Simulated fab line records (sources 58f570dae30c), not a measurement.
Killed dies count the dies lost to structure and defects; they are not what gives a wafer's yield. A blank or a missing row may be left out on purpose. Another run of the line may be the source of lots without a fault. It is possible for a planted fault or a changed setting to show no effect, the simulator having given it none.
Split-lot study ; flow berkeley_cmos170 ; 23 wafers read across 5 lots, on a route 331 steps long

== ON THE SPLIT ==
At UCB170_PWELL_IMPLANT_15, the setting energy_kev was moved away from the recipe's 60 on 8 of the 23 wafers read, by -5.6% to -1.7%. All remaining wafers had this setting at the recipe value.

The reading comes from the split's own step.

== THE READING ==
In nm, at UCB170_PWELL_IMPLANT_15: implant.drp_nm, which is the simulator's own figure and was read by no gauge. No usual value for it is given in the file.

wafer;tool, chamber at the split;energy_kev as run;against the recipe;implant.drp_nm, nm;against lot-mates on the recipe
L076.1;implanter-01, 0;60;recipe;64.7;-
L076.4;implanter-01, 0;60;recipe;64.7;-
L076.2;implanter-01, 0;57.7;-3.8%;63.36;-1.34
L076.3;implanter-01, 0;57.7;-3.8%;63.36;-1.34
L076.6;implanter-01, 0;57.7;-3.8%;63.36;-1.34
L077.1;implanter-02, 0;60;recipe;64.7;-
L077.4;implanter-02, 0;60;recipe;64.7;-
L077.5;implanter-02, 0;60;recipe;64.7;-
L079.1;implanter-04, 0;58.95;-1.7%;64.09;-0.61
L079.6;implanter-04, 0;58.95;-1.7%;64.09;-0.61
L079.2;implanter-04, 0;60;recipe;64.7;-
L079.3;implanter-04, 0;60;recipe;64.7;-
L079.4;implanter-04, 0;60;recipe;64.7;-
L080.1;implanter-01, 0;60;recipe;64.7;-
L080.2;implanter-01, 0;60;recipe;64.7;-
L080.3;implanter-01, 0;56.65;-5.6%;62.74;-1.96
L080.4;implanter-01, 0;56.65;-5.6%;62.74;-1.96
L080.5;implanter-01, 0;56.65;-5.6%;62.74;-1.96
L082.1;implanter-04, 0;60;recipe;64.7;-
L082.2;implanter-04, 0;60;recipe;64.7;-
L082.4;implanter-04, 0;60;recipe;64.7;-
L082.5;implanter-04, 0;60;recipe;64.7;-
L082.6;implanter-04, 0;60;recipe;64.7;-

FIT RESULTS
A straight line over all 23 wafers: implant.drp_nm changes by +0.351 nm for each +1% of energy_kev; r = +1.00; the points scatter about the line by 0.002 nm.
The same after taking each lot's own level away (the mean of its wafers on the recipe; 23 wafers): +0.351 nm for each +1%; r = +1.00; scatter 0.002 nm.
That fit puts the effect of the largest move of energy_kev on the reading at 2 nm.
The lots' own levels span 64.700 to 64.700 nm.
The two slopes agree, so the slope changes little with the lot-to-lot level.
Check: -1.96 nm against its lot-mates is what the line predicts for one of the wafers moved furthest among these (-5.6%) when that wafer is left out of the fit. It came out at -1.96 nm against them.

== ADDITIONAL SPLITS CARRIED BY THESE WAFERS ==
These wafers also went through other splits before the reading. Each is held against what the fit with the lots' levels taken away leaves over:
other split on the same wafers;wafers away from the commonest value;r with implant.drp_nm (lot level and that fit taken away)
UCB170_START_OXIDATION_02 ox_time_s;15;-0.36
UCB170_NWELL_CVD_04 time_s;10;+0.08
UCB170_PWELL_OXIDATION_02 temp_c;15;-0.54

== THE WHOLE CHAIN: every reading that the file lists as answering this split, in the file's order ==
step;what it does;reading;change (the file's fit);r (the file's)
UCB170_PWELL_IMPLANT_15;;implant.rp_nm (the simulator's own value, which no gauge read);+1.75 nm for each +1% of the setting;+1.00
UCB170_PWELL_IMPLANT_15;;implant.drp_nm (the simulator's own value, which no gauge read);+0.35 nm for each +1% of the setting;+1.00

== FILE'S OWN FIT ==
implant.drp_nm changes by +0.35 nm for each +1% of energy_kev, r = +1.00.
